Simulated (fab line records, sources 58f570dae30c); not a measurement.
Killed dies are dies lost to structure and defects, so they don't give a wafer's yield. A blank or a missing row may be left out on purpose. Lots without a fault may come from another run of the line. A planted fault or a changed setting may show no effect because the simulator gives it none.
Which tool did it? | flow berkeley_cmos170 | 16 lots, 48 wafers sampled, at 5 steps of a route of 331

WHAT THE GAUGES READ, wafer by wafer
UCB170_NWELL_TW_MEAS_16. Usual: NWELL_TW 1246, standard deviation 6.2.
lot  | measured    | on            | NWELL_TW       | flag
L669 | day 2 07:09 | film_metro-02 | 1241 1247 1244 |
L670 | day 2 18:52 | film_metro-03 | 1238 1236 1241 |
L671 | day 2 20:49 | film_metro-02 | 1240 1245 1241 |
L674 | day 3 08:20 | film_metro-04 | 1243 1244 1254 |
L673 | day 3 08:40 | film_metro-03 | 1245 1245 1249 |
L675 | day 3 20:01 | film_metro-04 | 1252 1261 1253 |
L676 | day 3 20:17 | film_metro-04 | 1246 1252 1253 |
L677 | day 4 07:08 | film_metro-03 | 1246 1244 1241 |
L679 | day 4 13:55 | film_metro-02 | 1249 1248 1246 |
L680 | day 5 01:12 | film_metro-03 | 1238 1248 1243 |
L681 | day 5 01:27 | film_metro-02 | 1241 1242 1238 |
L682 | day 5 07:02 | film_metro-02 | 1243 1248 1243 |
L683 | day 5 11:38 | film_metro-04 | 1790 1794 1789 | OFF
L685 | day 5 17:21 | film_metro-03 | 1770 1762 1770 | OFF
L684 | day 5 17:37 | film_metro-04 | 1783 1783 1794 | OFF
L686 | day 6 00:47 | film_metro-02 | 1774 1770 1777 | OFF

UCB170_PWELL_THK_MEAS_06. Usual: PWELL_NITRIDE_THK 220.6 nm, standard deviation 2.1.
lot  | measured    | on            | PWELL_NITRIDE_THK (nm) | flag
L669 | day 2 20:25 | film_metro-04 | 218.2 219.1 217.4      |
L670 | day 3 12:31 | film_metro-01 | 219.7 218.2 217.5      |
L671 | day 3 12:31 | film_metro-03 | 220.6 221.1 220.6      |
L674 | day 4 02:28 | film_metro-03 | 222.8 223.7 222.8      |
L673 | day 4 02:27 | film_metro-04 | 221.5 221.0 222.8      |
L675 | day 4 14:50 | film_metro-04 | 221.7 220.3 222.7      |
L676 | day 4 20:11 | film_metro-03 | 216.1 215.9 216.5      |
L677 | day 5 04:12 | film_metro-04 | 222.5 221.4 222.3      |
L679 | day 5 04:16 | film_metro-01 | 222.3 220.2 221.1      |
L680 | day 5 20:47 | film_metro-03 | 222.5 223.4 222.2      |
L681 | day 5 20:48 | film_metro-01 | 221.5 221.7 221.0      |
L682 | day 6 02:26 | film_metro-04 | 220.3 218.9 218.7      |
L683 | day 6 02:26 | film_metro-03 | 225.0 224.2 222.8      |
L685 | day 6 09:26 | film_metro-04 | 221.1 221.2 222.5      |
L684 | day 6 09:26 | film_metro-03 | 220.3 218.3 220.8      |
L686 | day 6 19:22 | film_metro-01 | 220.0 218.7 221.7      |

UCB170_ACTIVE_CD_MEAS_13: target cd 1200 nm. Usual: cd_nm 1200.0 nm, standard deviation 1.2.
lot  | measured    | on        | cd_nm (nm)           | flag
L669 | day 4 08:26 | cd_sem-01 | 1200.2 1198.9 1200.2 |
L670 | day 5 05:00 | cd_sem-02 | 1200.1 1199.0 1200.2 |
L671 | day 5 04:38 | cd_sem-02 | 1199.1 1198.2 1198.2 |
L674 | day 5 16:32 | cd_sem-02 | 1199.3 1200.2 1199.5 |
L673 | day 5 16:13 | cd_sem-02 | 1198.5 1201.0 1200.4 |
L675 | day 6 00:35 | cd_sem-02 | 1201.9 1202.4 1202.5 |
L676 | day 6 00:56 | cd_sem-01 | 1198.9 1198.1 1198.2 |
L677 | day 6 10:38 | cd_sem-02 | 1202.1 1202.1 1201.7 |
L679 | day 6 10:24 | cd_sem-01 | 1199.1 1200.1 1200.0 |
L680 | day 7 07:40 | cd_sem-01 | 1199.7 1199.2 1200.1 |
L681 | day 7 08:17 | cd_sem-02 | 1198.4 1198.4 1199.7 |
L682 | day 7 08:01 | cd_sem-02 | 1200.6 1200.2 1201.0 |
L683 | day 7 07:47 | cd_sem-01 | 1200.4 1202.2 1200.5 |
L685 | day 7 17:53 | cd_sem-01 | 1201.0 1201.3 1201.2 |
L684 | day 7 17:53 | cd_sem-02 | 1202.4 1201.4 1201.0 |
L686 | day 8 05:31 | cd_sem-02 | 1200.6 1200.6 1202.4 |

UCB170_PFIELD_TW_MEAS_09. Usual: PFIELD_TW 600, standard deviation 3.1.
lot  | measured    | on            | PFIELD_TW   | flag
L669 | day 4 11:49 | film_metro-03 | 597 598 596 |
L670 | day 5 07:07 | film_metro-03 | 598 598 599 |
L671 | day 5 06:52 | film_metro-03 | 601 597 601 |
L674 | day 5 19:04 | film_metro-04 | 605 603 607 |
L673 | day 5 18:47 | film_metro-03 | 598 601 598 |
L675 | day 6 02:32 | film_metro-02 | 603 600 601 |
L676 | day 6 05:34 | film_metro-04 | 601 604 603 |
L677 | day 6 13:24 | film_metro-03 | 597 600 598 |
L679 | day 6 12:52 | film_metro-03 | 595 596 596 |
L680 | day 7 09:37 | film_metro-03 | 595 600 596 |
L681 | day 7 10:47 | film_metro-02 | 601 604 598 |
L682 | day 7 10:31 | film_metro-04 | 601 599 603 |
L683 | day 7 10:15 | film_metro-02 | 600 600 603 |
L685 | day 7 20:20 | film_metro-03 | 599 597 601 |
L684 | day 7 20:58 | film_metro-03 | 595 594 598 |
L686 | day 8 07:47 | film_metro-02 | 605 603 604 |

WHICH TOOL RAN EACH LOT (tool, then ch and the chambers of the sampled wafers, then the start)
lot  | UCB170_NWELL_IMPLANT_14
L669 | implanter-03 ch 0, day 2 06:56
L670 | implanter-02 ch 0, day 2 18:38
L671 | implanter-03 ch 0, day 2 20:34
L674 | implanter-04 ch 0, day 3 08:07
L673 | implanter-03 ch 0, day 3 08:25
L675 | implanter-02 ch 0, day 3 19:46
L676 | implanter-03 ch 0, day 3 20:02
L677 | implanter-04 ch 0, day 4 06:53
L679 | implanter-02 ch 0, day 4 13:41
L680 | implanter-02 ch 0, day 5 00:58
L681 | implanter-03 ch 0, day 5 01:14
L682 | implanter-02 ch 0, day 5 06:48
L683 | implanter-04 ch 0, day 5 11:24
L685 | implanter-04 ch 0, day 5 17:07
L684 | implanter-02 ch 0, day 5 17:23
L686 | implanter-03 ch 0, day 6 00:34
- UCB170_NWELL_IMPLANT_14

WHAT THE TOOLS THEMSELVES READ (means of the sampled wafers that have a number; where no wafer has one, the mark that the record gives instead)
UCB170_NWELL_IMPLANT_14. Usual: faraday_current_uA 31.8, standard deviation 0.63.
lot  | tool         | faraday_current_uA | flag
L669 | implanter-03 | 32.5               |
L670 | implanter-02 | 31.9               |
L671 | implanter-03 | 31.9               |
L674 | implanter-04 | 31.5               |
L673 | implanter-03 | 31.4               |
L675 | implanter-02 | 31.8               |
L676 | implanter-03 | 31.6               |
L677 | implanter-04 | 32.1               |
L679 | implanter-02 | 32.0               |
L680 | implanter-02 | 31.9               |
L681 | implanter-03 | 32.1               |
L682 | implanter-02 | 31.6               |
L683 | implanter-04 | 31.4               |
L685 | implanter-04 | 31.9               |
L684 | implanter-02 | 31.5               |
L686 | implanter-03 | 31.9               |

THE ANSWER, worked out from the rows above alone
Rule: a lot is off if the mean of its wafers that have a number lies more than 3 standard deviations from the usual mean. A lot without any number at a reading at which 4 lots or more have one is off too. The other lots that the step has rows for count as sound. The gauges are gone through in route order, then the tools' own readings, and for those a lot's mean is taken as printed above. The first step at which some lot is off is used, and at that step the reading that is off furthest; a lot without a number counts as furthest.
Off: L683, L685, L684, L686, at UCB170_NWELL_TW_MEAS_16 (NWELL_TW).
A tool fits if, at a process step before that reading, it ran every lot that is off, and no sound lot after the first of them. The gauges at UCB170_NWELL_TW_MEAS_16 are tried like those tools. None of those tried fits.

WHAT THE SIMULATOR HAD PUT IN
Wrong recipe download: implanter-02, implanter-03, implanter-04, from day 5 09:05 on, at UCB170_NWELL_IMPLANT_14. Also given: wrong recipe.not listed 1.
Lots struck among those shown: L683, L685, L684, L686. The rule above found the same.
